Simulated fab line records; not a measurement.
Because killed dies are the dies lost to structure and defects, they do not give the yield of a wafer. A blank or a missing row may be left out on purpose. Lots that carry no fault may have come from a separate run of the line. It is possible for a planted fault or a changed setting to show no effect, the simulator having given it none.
fab line records	flow rit_cmos
[record] lots = 14	wafers = 42	last_day = 7
route steps=202 shown PSD@148 SILICIDE@165 M1@202
lots untouched by any fault: they come from a run of this same line in which no faults occurred
start_h: hours from the record's opening day to when the first of the lot's shown wafers began	wait_h: hours elapsed since this lot's preceding step	" unchanged from the row above	L1.1+2: a row that stands for several wafers	- no value, or no start given	* or withheld: withheld	< > ~ a bound
route shown NAME@n: a module of which the file shows steps, and the number in the route of the first	usual: mean and standard deviation over wafers with no fault	same: alike in all rows	chamber/n: place in a boat	sites: per-site readings	_std_site: the standard deviation of these	_edge_site: mean of outer sites minus mean of inner sites	radius_mm: for every site, how far away it sits from the centre of the wafer	mask NAME#n: copy n	behind: the tool/chamber that last shaped the wafer	hold: why the lot was held/for how many hours/how that ended	device: names the non-switching transistor (n, p or np)	end of line: tests of these same wafers at the route's end	a step with no rows: only its recipe	killed: count of dies lost to structure and defects at first sort (not the wafer's yield)	map: the dies of a wafer, with x for killed, . for not killed, _ for no die there
set.NAME: the setting the step ran with; set.NAME@STEP: the setting that earlier step ran with	model.NAME: the simulator's own value behind a step, which no gauge read
the route's steps for a sample of lots (tables are steps, rows are wafers)
services: when a tool's chamber went out of use (start_h, in hours from the record's first day, below 0 if earlier), for how many hours, and the reason
[[steps]]
[step RIT_PSD_OVL_MEAS_06]
[usual] PSD_OVL = 0.8/1.7
lot.wafer	tool	chamber	start_h	wait_h	PSD_OVL[nm]
L680.1	overlay-02	-	51.61	-	0.6
L680.2	"	-	"	"	1.1
L680.4	"	-	"	"	-0.1
L681.1	overlay-01	-	60.48	-	0.4
L681.2	"	-	"	"	-0.1
L681.6	"	-	"	"	1.3
L682.2	overlay-02	-	64.81	-	1.0
L682.4	"	-	"	"	0.1
L682.6	"	-	"	"	0.6
L683.1	overlay-01	-	70.20	-	3.1
L683.4	"	-	"	"	4.6
L683.6	"	-	"	"	3.9
L684.1	overlay-02	-	72.76	-	0.2
L684.3	"	-	"	"	-0.6
L684.4	"	-	"	"	0.4
L686.1	overlay-02	-	84.57	-	0.3
L686.3	"	-	"	"	-0.6
L686.6	"	-	"	"	0.0
L688.2	overlay-01	-	97.77	-	2.5
L688.5	"	-	"	"	1.2
L688.6	"	-	"	"	2.7
L689.1	overlay-02	-	100.29	-	1.5
L689.3	"	-	"	"	1.9
L689.4	"	-	"	"	0.0
L691.2	overlay-02	-	110.92	-	0.5
L691.3	"	-	"	"	0.9
L691.6	"	-	"	"	0.1
L693.2	overlay-02	-	118.73	-	1.3
L693.5	"	-	"	"	0.6
L693.6	"	-	"	"	-0.3
L695.1	overlay-02	-	129.76	-	-2.0
L695.4	"	-	"	"	-2.8
L695.5	"	-	"	"	-1.9
L697.4	overlay-02	-	138.46	-	-1.2
L697.5	"	-	"	"	-1.3
L697.6	"	-	"	"	-1.7
L700.1	overlay-02	-	155.05	-	0.2
L700.3	"	-	"	"	1.6
L700.6	"	-	"	"	1.6
L702.1	overlay-02	-	164.05	-	0.9
L702.3	"	-	"	"	0.6
L702.4	"	-	"	"	2.5
[step RIT_PSD_STRIP_09]
[recipe] chemistry = O2	time_s = 180	resist = NOVOLAK	platen_temp_c = withheld	power_w = 500	pressure_mtorr = 4000	o2_flow_sccm = 4000
[usual] drypump_motor_current_A = 5.6/0.35	rf_refl_power_W = 5.6/2
lot.wafer	tool	chamber	start_h	wait_h	drypump_motor_current_A	rf_hours_counter_h	rf_refl_power_W
L680.1	plasma_asher-01	1	51.98	0.1	5.5	41	7.2
L680.2	"	0	"	"	5.9	41	4.0
L680.4	"	0	"	"	5.9	-	4.0
L681.1	plasma_asher-03	0	60.82	0.1	5.5	26	4.3
L681.2	"	1	"	"	5.4	26	4.7
L681.6	"	0	"	"	5.5	-	4.2
L682.2	plasma_asher-03	0	65.14	0.1	5.5	26	4.2
L682.4	"	1	"	"	5.4	-	4.5
L682.6	"	0	"	"	5.5	-	4.1
L683.1	plasma_asher-01	0	70.54	0.1	5.9	43	4.0
L683.4	"	0	"	"	5.9	-	4.1
L683.6	"	1	"	"	5.4	-	6.9
L684.1	plasma_asher-04	1	73.09	0.1	6.5	43	10.0
L684.3	"	1	"	"	6.5	-	9.9
L684.4	"	0	"	"	5.4	-	5.7
L686.1	plasma_asher-03	1	84.91	0.1	5.4	28	4.5
L686.3	"	1	"	"	5.4	-	4.4
L686.6	"	1	"	"	5.4	-	4.5
L688.2	plasma_asher-03	1	98.10	0.1	5.4	30	5.0
L688.5	"	0	"	"	5.5	-	4.3
L688.6	"	1	"	"	5.4	-	4.7
L689.1	plasma_asher-01	1	100.62	0.1	5.4	47	7.1
L689.3	"	1	"	"	5.4	-	7.3
L689.4	"	0	"	"	5.9	-	3.9
L691.2	plasma_asher-01	0	111.25	0.1	5.9	48	4.1
L691.3	"	0	"	"	5.9	-	3.9
L691.6	"	1	"	"	5.4	-	6.9
L693.2	plasma_asher-04	1	119.06	0.1	6.5	0	10.1
L693.5	"	1	"	"	6.5	-	10.1
L693.6	"	0	"	"	5.5	-	5.5
L695.1	plasma_asher-01	0	130.10	0.1	5.9	51	4.0
L695.4	"	1	"	"	5.4	-	7.0
L695.5	"	0	"	"	5.9	-	4.0
L697.4	plasma_asher-03	0	138.84	0.1	5.5	-	4.1
L697.5	"	1	"	"	5.4	-	4.6
L697.6	"	0	"	"	5.5	-	4.3
L700.1	plasma_asher-04	0	155.39	0.1	5.4	4	5.7
L700.3	"	1	"	"	6.5	-	10.1
L700.6	"	1	"	"	6.4	-	10.0
L702.1	plasma_asher-04	1	164.38	0.1	6.5	5	10.0
L702.3	"	1	"	"	6.5	-	9.9
L702.4	"	0	"	"	5.4	-	5.3
[step RIT_PSD_TW_MEAS_10]
[usual] PSD_TW = 3428/24
lot.wafer	tool	chamber	start_h	wait_h	PSD_TW
L680.1	film_metro-04	-	52.16	0.1	3404
L680.2	"	-	"	"	3415
L680.4	"	-	"	"	3393
L681.1	film_metro-04	-	61.00	0.1	3425
L681.2	"	-	"	"	3409
L681.6	"	-	"	"	3407
L682.2	film_metro-04	-	65.32	0.1	3407
L682.4	"	-	"	"	3427
L682.6	"	-	"	"	3404
L683.1	film_metro-02	-	70.71	0.1	3438
L683.4	"	-	"	"	3452
L683.6	"	-	"	"	3457
L684.1	film_metro-02	-	73.27	0.1	3453
L684.3	"	-	"	"	3471
L684.4	"	-	"	"	3456
L686.1	film_metro-02	-	85.08	0.1	3446
L686.3	"	-	"	"	3457
L686.6	"	-	"	"	3465
L688.2	film_metro-02	-	98.28	0.1	3437
L688.5	"	-	"	"	3432
L688.6	"	-	"	"	3444
L689.1	film_metro-01	-	100.80	0.1	3413
L689.3	"	-	"	"	3426
L689.4	"	-	"	"	3406
L691.2	film_metro-04	-	111.43	0.1	3368
L691.3	"	-	"	"	3399
L691.6	"	-	"	"	3396
L693.2	film_metro-02	-	119.24	0.1	3411
L693.5	"	-	"	"	3412
L693.6	"	-	"	"	3423
L695.1	film_metro-02	-	130.27	0.1	3435
L695.4	"	-	"	"	3433
L695.5	"	-	"	"	3451
L697.4	film_metro-02	-	138.98	0.1	3426
L697.5	"	-	"	"	3411
L697.6	"	-	"	"	3398
L700.1	film_metro-01	-	155.56	0.1	3426
L700.3	"	-	"	"	3413
L700.6	"	-	"	"	3435
L702.1	film_metro-04	-	164.56	0.1	3399
L702.3	"	-	"	"	3404
L702.4	"	-	"	"	3408
[step RIT_SILICIDE_RTA_04]
[recipe] temp_c = 650	time_s = 10	idle_temp_c = 25	ramp_up_s = 5	ramp_down_s = 5	cool_to_c = 25	ambient = N2
[usual] wafer_temp_C_max = 652.2/0.52
lot.wafer	tool	chamber	start_h	wait_h	wafer_temp_C_max
L680.1	rtp_anneal-01	0	53.48	0.1	652.2
L680.2	"	0	"	"	651.9
L680.4	"	0	"	"	651.6
L681.1	rtp_anneal-02	0	62.32	0.1	652.6
L681.2	"	0	"	"	652.0
L681.6	"	0	"	"	652.2
L682.2	rtp_anneal-02	0	66.63	0.1	652.0
L682.4	"	0	"	"	652.5
L682.6	"	0	"	"	652.9
L683.1	rtp_anneal-02	0	72.02	0.1	652.8
L683.4	"	0	"	"	652.8
L683.6	"	0	"	"	653.0
L684.1	rtp_anneal-01	0	74.58	0.1	652.2
L684.3	"	0	"	"	651.7
L684.4	"	0	"	"	652.7
L686.1	rtp_anneal-01	0	86.39	0.1	650.9
L686.3	"	0	"	"	652.3
L686.6	"	0	"	"	652.2
L688.2	rtp_anneal-01	0	99.59	0.1	652.2
L688.5	"	0	"	"	652.0
L688.6	"	0	"	"	652.3
L689.1	rtp_anneal-02	0	102.11	0.1	652.1
L689.3	"	0	"	"	652.0
L689.4	"	0	"	"	652.4
L691.2	rtp_anneal-02	0	112.74	0.1	652.6
L691.3	"	0	"	"	652.1
L691.6	"	0	"	"	651.4
L693.2	rtp_anneal-02	0	120.58	0.1	653.2
L693.5	"	0	"	"	653.6
L693.6	"	0	"	"	653.2
L695.1	rtp_anneal-02	0	131.65	0.1	627.7
L695.4	"	0	"	"	627.8
L695.5	"	0	"	"	627.6
L697.4	rtp_anneal-02	0	140.29	0.1	627.6
L697.5	"	0	"	"	627.4
L697.6	"	0	"	"	627.7
L700.1	rtp_anneal-01	0	157.05	0.1	651.7
L700.3	"	0	"	"	651.9
L700.6	"	0	"	"	651.5
L702.1	rtp_anneal-01	0	165.90	0.1	652.1
L702.3	"	0	"	"	651.9
L702.4	"	0	"	"	652.1
[step RIT_M1_PROBE_99]
[usual] killed_at_contacts = 0.1/0.25	killed_at_front_end = 6.8/2.7	killed_dies = 6.8/2.7	killed_open = 3.4/1.8	killed_short = 3.5/1.7
[same] gross_dies = 264	killed_at_M0_to_M3 = 0	killed_at_M4_up = 0	killed_at_back_side = 0	killed_at_other = 0
lot.wafer	tool	chamber	start_h	wait_h	killed_at_contacts	killed_at_front_end	killed_dies	killed_open	killed_short
L680.1	prober-01	-	60.19	0.1	0	4	4	2	2
L680.2	prober-01	-	60.24	0.1	0	4	4	4	0
L680.4	prober-01	-	60.34	0.2	0	5	5	2	3
L681.1	prober-02	-	69.03	0.1	1	8	9	5	4
L681.2	prober-02	-	69.08	0.1	1	6	7	2	5
L681.6	prober-02	-	69.28	0.2	0	9	9	6	3
L682.2	prober-01	-	73.20	0.1	0	11	11	7	4
L682.4	prober-01	-	73.30	0.2	1	6	7	4	3
L682.6	prober-01	-	73.40	0.2	0	5	5	3	2
L683.1	prober-02	-	78.70	0.1	0	9	9	5	4
L683.4	prober-02	-	78.85	0.2	0	7	7	4	3
L683.6	prober-02	-	78.95	0.2	0	5	5	0	5
L684.1	prober-01	-	81.14	0.1	0	13	13	6	7
L684.3	prober-01	-	81.24	0.2	0	3	3	2	1
L684.4	prober-01	-	81.29	0.2	0	5	5	2	3
L686.1	prober-01	-	93.04	0.1	0	4	4	4	0
L686.3	prober-01	-	93.14	0.2	0	10	10	4	6
L686.6	prober-01	-	93.29	0.2	0	3	3	1	2
L688.2	prober-01	-	127.65	0.4	0	4	4	2	2
L688.5	prober-01	-	127.80	0.5	0	6	6	2	4
L688.6	prober-01	-	127.85	0.6	0	7	7	4	3
L691.2	prober-01	-	127.95	0.7	1	8	9	7	2
L691.3	prober-01	-	128.00	0.8	0	1	1	1	0
L691.6	prober-01	-	128.15	0.8	0	5	5	4	1
L689.1	prober-01	-	128.20	0.9	1	7	8	5	3
L689.3	prober-01	-	128.30	0.9	0	8	8	4	4
L689.4	prober-01	-	128.35	1.0	0	6	6	3	3
L693.2	prober-01	-	128.85	1.5	0	6	6	3	3
L693.5	prober-01	-	129.00	1.6	0	13	13	4	9
L693.6	prober-01	-	129.05	1.6	0	8	8	5	3
L695.1	prober-01	-	138.31	0.1	0	6	6	2	4
L695.4	prober-01	-	138.46	0.2	0	6	6	2	4
L695.5	prober-01	-	138.51	0.2	0	9	9	5	4
L697.4	prober-01	-	147.00	0.2	0	6	6	3	3
L697.5	prober-01	-	147.05	0.2	0	3	3	0	3
L697.6	prober-01	-	147.10	0.2	0	5	5	3	2
L700.1	prober-01	-	163.48	0.1	0	4	4	1	3
L700.3	prober-01	-	163.58	0.2	0	11	11	5	6
L700.6	prober-01	-	163.73	0.2	0	13	13	6	7
L702.1	prober-01	-	172.46	0.1	0	8	8	5	3
L702.3	prober-01	-	172.56	0.2	0	11	11	6	5
L702.4	prober-01	-	172.61	0.2	0	4	4	1	3
// killed by level:class
L680.1 GATE:geometric_particle:open=1 GATE:geometric_particle:short=1 SPACER:geometric_particle:open=1 SILICIDE:geometric_particle:short=1
L680.2 SPACER:geometric_particle:open=2 GATE:geometric_particle:open=1 SILICIDE:geometric_particle:open=1
L680.4 FOX2:geometric_particle:short=2 SPACER:geometric_particle:open=2 FOX1:geometric_particle:short=1
L681.1 GATE:geometric_particle:open=2 SILICIDE:geometric_particle:open=2 FOX1:geometric_particle:short=1 GATE:geometric_particle:short=1 REOX:geometric_particle:short=1 SPACER:geometric_particle:open=1 CONTACT:geometric_particle:short=1
L681.2 GATE:geometric_particle:short=3 FOX1:geometric_particle:open=1 FOX1:geometric_particle:short=1 GATE:geometric_particle:open=1 CONTACT:geometric_particle:short=1
L681.6 FOX1:geometric_particle:open=3 SPACER:geometric_particle:open=2 REOX:geometric_particle:short=1 REOX:geometric_particle:open=1 SPACER:geometric_particle:short=1 SILICIDE:geometric_particle:short=1
L682.2 GATE:geometric_particle:open=6 FOX1:geometric_particle:short=2 GATE:geometric_particle:short=1 SPACER:geometric_particle:short=1 SILICIDE:geometric_particle:open=1
L682.4 GATE:geometric_particle:short=3 FOX1:geometric_particle:open=2 GATE:geometric_particle:open=1 CONTACT:geometric_particle:open=1
L682.6 GATE:geometric_particle:open=2 FOX2:geometric_particle:short=1 REOX:geometric_particle:open=1 SILICIDE:geometric_particle:short=1
L683.1 GATE:geometric_particle:open=2 SILICIDE:geometric_particle:open=2 FOX1:geometric_particle:open=1 GATE:geometric_particle:short=1 REOX:geometric_particle:short=1 SPACER:geometric_particle:short=1 SILICIDE:geometric_particle:short=1
L683.4 FOX1:geometric_particle:short=2 REOX:geometric_particle:open=2 FOX1:geometric_particle:open=1 REOX:geometric_particle:short=1 SPACER:geometric_particle:open=1
L683.6 GATE:geometric_particle:short=2 FOX1:geometric_particle:short=1 REOX:geometric_particle:short=1 SILICIDE:geometric_particle:short=1
L684.1 GATE:geometric_particle:open=4 GATE:geometric_particle:short=3 FOX2:geometric_particle:short=2 SILICIDE:geometric_particle:open=2 REOX:geometric_particle:short=1 SPACER:geometric_particle:short=1
L684.3 GATE:geometric_particle:open=2 FOX2:geometric_particle:short=1
L684.4 GATE:geometric_particle:short=2 FOX1:geometric_particle:short=1 FOX1:geometric_particle:open=1 GATE:geometric_particle:open=1
L686.1 FOX1:geometric_particle:open=3 SPACER:geometric_particle:open=1
L686.3 GATE:geometric_particle:short=2 REOX:geometric_particle:open=2 SILICIDE:geometric_particle:short=2 FOX1:geometric_particle:short=1 GATE:geometric_particle:open=1 SPACER:geometric_particle:open=1 SPACER:geometric_particle:short=1
L686.6 FOX2:geometric_particle:short=2 FOX2:geometric_particle:open=1
L688.2 GATE:geometric_particle:open=1 REOX:geometric_particle:short=1 SILICIDE:geometric_particle:short=1 SILICIDE:geometric_particle:open=1
L688.5 FOX2:geometric_particle:short=2 GATE:geometric_particle:short=1 REOX:geometric_particle:open=1 SPACER:geometric_particle:short=1 SILICIDE:geometric_particle:open=1
L688.6 FOX2:geometric_particle:open=2 FOX2:geometric_particle:short=1 GATE:geometric_particle:short=1 GATE:geometric_particle:open=1 REOX:geometric_particle:open=1 SPACER:geometric_particle:short=1
L691.2 GATE:geometric_particle:open=3 SPACER:geometric_particle:open=3 GATE:geometric_particle:short=2 CONTACT:geometric_particle:open=1
L691.3 SPACER:geometric_particle:open=1
L691.6 SILICIDE:geometric_particle:open=2 FOX1:geometric_particle:short=1 FOX1:geometric_particle:open=1 GATE:geometric_particle:open=1
L689.1 GATE:geometric_particle:open=2 FOX1:geometric_particle:open=1 FOX2:geometric_particle:short=1 GATE:geometric_particle:short=1 REOX:geometric_particle:open=1 SPACER:geometric_particle:open=1 CONTACT:geometric_particle:short=1
L689.3 FOX1:geometric_particle:open=2 REOX:geometric_particle:short=2 SPACER:geometric_particle:short=2 GATE:geometric_particle:open=1 SPACER:geometric_particle:open=1
L689.4 GATE:geometric_particle:short=2 GATE:geometric_particle:open=1 REOX:geometric_particle:open=1 SILICIDE:geometric_particle:short=1 SILICIDE:geometric_particle:open=1
L693.2 FOX1:geometric_particle:short=2 GATE:geometric_particle:open=2 SPACER:geometric_particle:open=1 SPACER:geometric_particle:short=1
L693.5 FOX1:geometric_particle:short=3 FOX1:geometric_particle:open=2 SPACER:geometric_particle:short=2 FOX2:geometric_particle:open=2 FOX2:geometric_particle:short=2 GATE:geometric_particle:short=1 REOX:geometric_particle:short=1
L693.6 GATE:geometric_particle:short=2 GATE:geometric_particle:open=2 REOX:geometric_particle:open=2 FOX2:geometric_particle:short=1 FOX2:geometric_particle:open=1
L695.1 REOX:geometric_particle:short=2 GATE:geometric_particle:short=1 REOX:geometric_particle:open=1 SPACER:geometric_particle:open=1 SILICIDE:geometric_particle:short=1
L695.4 GATE:geometric_particle:open=2 GATE:geometric_particle:short=2 FOX2:geometric_particle:short=1 SILICIDE:geometric_particle:short=1
L695.5 GATE:geometric_particle:short=3 FOX2:geometric_particle:open=2 FOX1:geometric_particle:short=1 GATE:geometric_particle:open=1 REOX:geometric_particle:open=1 SILICIDE:geometric_particle:open=1
L697.4 FOX1:geometric_particle:open=1 FOX1:geometric_particle:short=1 GATE:geometric_particle:short=1 GATE:geometric_particle:open=1 REOX:geometric_particle:short=1 SILICIDE:geometric_particle:open=1
L697.5 GATE:geometric_particle:short=1 REOX:geometric_particle:short=1 SILICIDE:geometric_particle:short=1
L697.6 FOX1:geometric_particle:short=2 SILICIDE:geometric_particle:open=2 SPACER:geometric_particle:open=1
L700.1 GATE:geometric_particle:short=2 FOX2:geometric_particle:open=1 SILICIDE:geometric_particle:short=1
L700.3 GATE:geometric_particle:short=4 REOX:geometric_particle:open=2 FOX1:geometric_particle:short=1 GATE:geometric_particle:open=1 SPACER:geometric_particle:open=1 SILICIDE:geometric_particle:short=1 SILICIDE:geometric_particle:open=1
L700.6 GATE:geometric_particle:short=4 REOX:geometric_particle:open=3 GATE:geometric_particle:open=2 REOX:geometric_particle:short=2 SILICIDE:geometric_particle:short=1 SILICIDE:geometric_particle:open=1
L702.1 GATE:geometric_particle:open=3 FOX1:geometric_particle:short=1 FOX2:geometric_particle:open=1 GATE:geometric_particle:short=1 SPACER:geometric_particle:open=1 SILICIDE:geometric_particle:short=1
L702.3 GATE:geometric_particle:open=4 GATE:geometric_particle:short=3 SPACER:geometric_particle:short=2 FOX1:geometric_particle:open=1 SILICIDE:geometric_particle:open=1
L702.4 SPACER:geometric_particle:short=2 SPACER:geometric_particle:open=1 SILICIDE:geometric_particle:short=1
[[services]]
tool	chamber	start_h	hours	kind
rtp_anneal-01	-	66.52	0.7	pm
plasma_asher-04	-	78.79	21.3	repair
plasma_asher-04	-	108.75	9.0	pm
plasma_asher-04	0	108.75	9.0	vent_cycle
plasma_asher-04	1	108.75	9.0	vent_cycle
plasma_asher-04	0	117.75	-	clean
plasma_asher-04	1	117.75	-	clean
[[key]]
[first_sign] step = RIT_SILICIDE_RTA_04	reading = wafer_temp_C_max	direction = down	sigmas = 47	usual = *	struck = *
effect none on later readings
met_at RIT_SILICIDE_RTA_04
struck_lots L695,L697
tester_left_out L695,L697
not_acting_at RIT_PSD_OVL_MEAS_06,RIT_PSD_STRIP_09,RIT_PSD_TW_MEAS_10
onset_between 120.58 131.65
[fault] kind = process_parameter_drift	tool = rtp_anneal-02	chamber = -	onset_h = 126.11	steps = RIT_SILICIDE_RTA_04	channel = temp_c	offset = *	shape = step	end_h = 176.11	acts_in = *	stated = *
// tester_left_out: of these lots the tester's yield and bins aren't shown, on N5 and GAA mostly nor the transistor test; their killed dies are dies lost to structure and defects alone, not to doping, threshold or leakage, so they don't give the yield
